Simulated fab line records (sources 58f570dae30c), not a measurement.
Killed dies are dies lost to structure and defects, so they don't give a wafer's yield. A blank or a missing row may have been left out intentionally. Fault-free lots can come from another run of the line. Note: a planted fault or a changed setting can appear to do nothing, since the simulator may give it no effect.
2 desks, one fault	flow berkeley_cmos170	only its own numbers are on each desk; what lay behind them is given at the end

## AT THE METROLOGY DESK
What the gauges read for every lot (on any tool): the sampled wafers with a number, averaged. Marked OUT: a lot whose mean sits more than 4 standard deviations from the usual mean, which makes it out of limits; the brackets give that distance.
Columns: A = GATE_OVL at UCB170_GATE_OVL_MEAS_13, usual 3 nm; B = SILICIDE_TI_RS at UCB170_SILICIDE_RS_MEAS_02, usual 26.1 ohm/sq; C = V1_POLISHED_THK at UCB170_V1_THK_MEAS_04, usual 1000.1 nm
lot	first seen here	A	B	C
L694	day 7 07:31	3	26.0	998.6
L695	day 7 07:46	7	26.3	1000.8
L692	day 7 08:18	-4	25.9	999.5
L697	day 7 21:33	6	26.4	999.4
L696	day 7 21:49	-5	26.4	998.8
L698	day 8 12:56	3	26.0	1001.4
L699	day 8 13:13	12	26.5	1000.3
L700	day 8 13:19	-4	26.2	999.4
L702	day 9 02:16	-0	25.7	999.5
L707	day 9 22:07	10	26.1	1000.5
L706	day 9 22:14	12	26.6	999.9
L712	day 11 01:40	8	25.9	999.3
L713	day 11 14:40	6	26.3	924.5 (-69) OUT
L715	day 11 20:04	-1	26.0	926.3 (-67) OUT
This desk reports L713, L715 out of limits; the earliest was L713 at day 12 14:13 (V1_POLISHED_THK at UCB170_V1_THK_MEAS_04). L694, L695, L692, L697, L696, L698, L699, L700, L702, L707, L706, L712 stayed within limits.

## TOOL OWNER'S DESK, cmp-02
The tool's own readings at UCB170_V1_CMP_02 (polishes SiO2): means of the sampled wafers that have a number, for each lot that ran on this tool. Marked OUT: a lot whose mean sits more than 4 standard deviations from the usual mean, which makes it out of limits; the brackets give that distance.
Columns: A = motor_current_A at UCB170_V1_CMP_02, usual 15.5 A
lot	first seen here	A
L692	day 8 21:19	15.1
L694	day 8 22:42	15.1
L697	day 8 23:59	14.5
L699	day 9 21:10	15.6
L700	day 9 23:50	15.0
L707	day 11 03:35	15.9
L712	day 12 05:40	15.6
L713	day 12 13:48	16.5
L715	day 13 00:13	15.2
This desk's verdict: no lot among the 9 shows anything out of limits.

## PUT TOGETHER
L713, L715 would have let the metrology desk raise an alarm at day 12 14:13.
The tool owner's desk saw nothing out of limits.
The tool owner's desk has L713, L715 on record, within its limits.
All the named lots went through UCB170_V1_CMP_02 on cmp-02.

## WHAT THE SIMULATOR HAD PUT IN
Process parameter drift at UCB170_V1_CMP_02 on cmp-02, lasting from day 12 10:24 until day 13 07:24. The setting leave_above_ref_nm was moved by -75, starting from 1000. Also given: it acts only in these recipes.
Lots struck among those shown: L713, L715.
Hours from the fault's start to each desk's first reading out of limits: the metrology desk, 4.
